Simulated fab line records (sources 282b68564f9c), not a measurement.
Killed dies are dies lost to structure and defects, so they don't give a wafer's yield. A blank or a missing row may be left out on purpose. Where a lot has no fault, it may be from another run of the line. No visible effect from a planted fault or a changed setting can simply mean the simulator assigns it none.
One fault through the eyes of 2 desks	flow rit cmos	what lay behind the numbers comes last; until then each desk has only its own

METROLOGY DESK
Lot by lot, what the gauges showed, no matter which tool ran the lot: averages of those sampled wafers that carry a number. The brackets show how far a lot's mean lies from the usual mean; more than 4 standard deviations puts the lot out of limits, marked OUT.
Columns: A = GATE_OXIDE_THK at RIT_GATE_THK_MEAS_07, usual 2.99 nm; B = GATE_POLY_THK at RIT_GATE_THK_MEAS_09, usual 250.4 nm; C = cd nm at RIT_GATE_CD_MEAS_16, usual 149 nm; D = GATE_OVL at RIT_GATE_OVL_MEAS_17, usual 0.3 nm
lot	first seen here	A	B	C	D
L138	day 3 20:25	3.05	248.6	146	0.1
L146	day 5 07:25	2.86	256.2	152	-0.1
L148	day 5 18:06	2.98	248.8	153	1.7
L149	day 5 23:36	2.98	249.6	149	1.2
L150	day 6 04:46	3.01	247.3	152	0.3
Finding of this desk: none of the 5 lots has anything out of limits.

DESK OF THE TOOL OWNER: rie si-01
The tool's own readings at RIT_GATE_ETCH_19 (etches poly-Si in SF6/CHF3/O2, stops on SiO2, time 165 s, target depth 312.5 nm): means of the sampled wafers that have a number, for each lot that ran on this tool. The brackets show how far a lot's mean lies from the usual mean; more than 4 standard deviations puts the lot out of limits, marked OUT.
Columns: A = CHF3_flow_sccm at RIT_GATE_ETCH_19, usual 30.00 sccm; B = chamber pressure mTorr at RIT_GATE_ETCH_19, usual 40.00 mTorr; C = drypump motor current A at RIT_GATE_ETCH_19, usual 5.8 A; D = oes product au at RIT_GATE_ETCH_19, usual 0.854 a.u.; E = throttle valve pct at RIT_GATE_ETCH_19, usual 10.17 %
lot	first seen here	A	B	C	D	E
L138	day 3 23:43	30.00	40.02	5.7	0.848	10.04
L149	day 6 03:18	29.97	39.97	5.8	0.778 (-4.5) OUT	10.10
This desk's finding: out of limits on L149; first on L149, day 6 03:18 (oes product au at RIT_GATE_ETCH_19). L138 stayed within limits.

PUT TOGETHER
The tool owner's desk could have raised an alarm at day 6 03:18, on L149.
At the metrology desk, nothing out of limits was observed.
The metrology desk holds a record of L149, inside its limits.
RIT_GATE_ETCH_19 was run on rie si-01 by each of the lots named.

WHAT THE SIMULATOR PUT IN
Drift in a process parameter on rie si-01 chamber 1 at RIT_GATE_ETCH_19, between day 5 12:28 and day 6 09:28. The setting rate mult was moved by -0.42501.
Struck lots among those shown: L149.
Hours from the fault's start to each desk's first reading out of limits: the tool owner's desk, 15.
